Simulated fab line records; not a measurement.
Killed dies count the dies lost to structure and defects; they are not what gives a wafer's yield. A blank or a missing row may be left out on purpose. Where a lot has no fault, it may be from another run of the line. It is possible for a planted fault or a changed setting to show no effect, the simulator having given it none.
Problem report in the 8D (eight disciplines) form, filled by code | flow rit-cmos | the parts of the form that need people (team, actions taken, sign-off) are left out

== 1. WHAT WENT WRONG ==
NSD_TW at RIT_NSD_TW_MEAS_10 reads a mean of 3447 on 6 wafers of 2 lots; wafers without a fault read 3100 with a standard deviation of 27. That puts it +13 standard deviations away from the usual mean.
First observed at day 4 13:11: wafer L569.1, on film-metro-02. The record holds 42 wafers of 14 lots with a number at this step. Rule for "out" (also "out of limits"): further than 4 standard deviations from the usual mean. Any other wafer with a number is counted as sound.

== 2. WHAT IT IS AND WHAT IT IS NOT ==
question                    | is                     | is not
which readings at this step | NSD_TW                 | -
which lots                  | L569, L574             | L563, L564, L565, L566, L567, L575, L578, L580, L581, L582, L584, L585
which wafers of those lots  | all that have a number | -
read on which gauges        | film-metro-02          | film-metro-01, film-metro-03
when                        | from day 4 13:11       | up to then (15 sound wafers); but 21 sound wafers of L575, L578, L580, L581, L582, L584, L585 came after

== 3. WHAT RULES OUT EACH SUSPECT ==
Counting: a tool at any process step up to the reading remains a suspect when it ran all the lots that are out and ran no sound lot after the first of those.
- ruled out: the gauge at RIT_NSD_TW_MEAS_10. All the wafers that are out were read on film-metro-02, but those of them that RIT_NSD_IMPLANT_08 has rows for are out there too, on other tools.
- implanter-02 at RIT_NSD_IMPLANT_08: ruled out as a lasting fault. After its first lot that is out, L569 (day 4 12:51), sound lots L584 ran on it.
Left after counting: nothing in the record.

== 4. THE CAUSE (what the simulator had put in) ==
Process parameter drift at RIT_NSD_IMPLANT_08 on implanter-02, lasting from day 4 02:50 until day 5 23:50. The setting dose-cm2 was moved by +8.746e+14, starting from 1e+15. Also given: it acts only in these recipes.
It was ruled out by counting, in error; the rule expects a fault to strike all lots run on its tool from its start on, and this fault did not.

== 5. THE CHAIN OF EFFECTS, in route order ==
Rows list readings where the struck wafers' mean (over those with a number) sits beyond 3 standard deviations from the usual. Only readings whose record carries a usual standard deviation are examined. hours: median over the lots of the time between each lot's start at the first step of this table that gives one and its start at this step. sigmas: the change, counted in usual standard deviations.
hours | step                    | reading                   | usual        | on struck wafers | change      | sigmas
0     | RIT_NSD_IMPLANT_08      | dose-ions-cm2             | 1.0003e+15   | 1.8744e+15       | +8.7415e+14 | +99 or more
0     | RIT_NSD_IMPLANT_08      | end-station-pressure-torr | 7.4e-06 Torr | 9.7e-06          | +2.3e-06    | +5.9
0     | RIT_NSD_IMPLANT_08      | faraday-current-uA        | 3138         | 5826             | +2688       | +49
0     | RIT_NSD_TW_MEAS_10      | NSD_TW                    | 3100         | 3447             | +347        | +13
2     | RIT_SDANNEAL_RS_MEAS_05 | NSD_RS                    | 84.50 ohm/sq | 54.17            | -30.33      | -99 or more
It contains these process steps:
- RIT_NSD_IMPLANT_08

== 6. WHAT WOULD HAVE CAUGHT IT SOONER ==
The first out-of-limits reading at a measuring or inspecting step in this record came at day 4 13:11, 10 hours after the fault's start at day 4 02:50.
At RIT_NSD_IMPLANT_08, the tool's own readings (dose-ions-cm2, faraday-current-uA) were out on each struck wafer the step has a row for, so an alarm limit on them would have fired on the first such wafer.
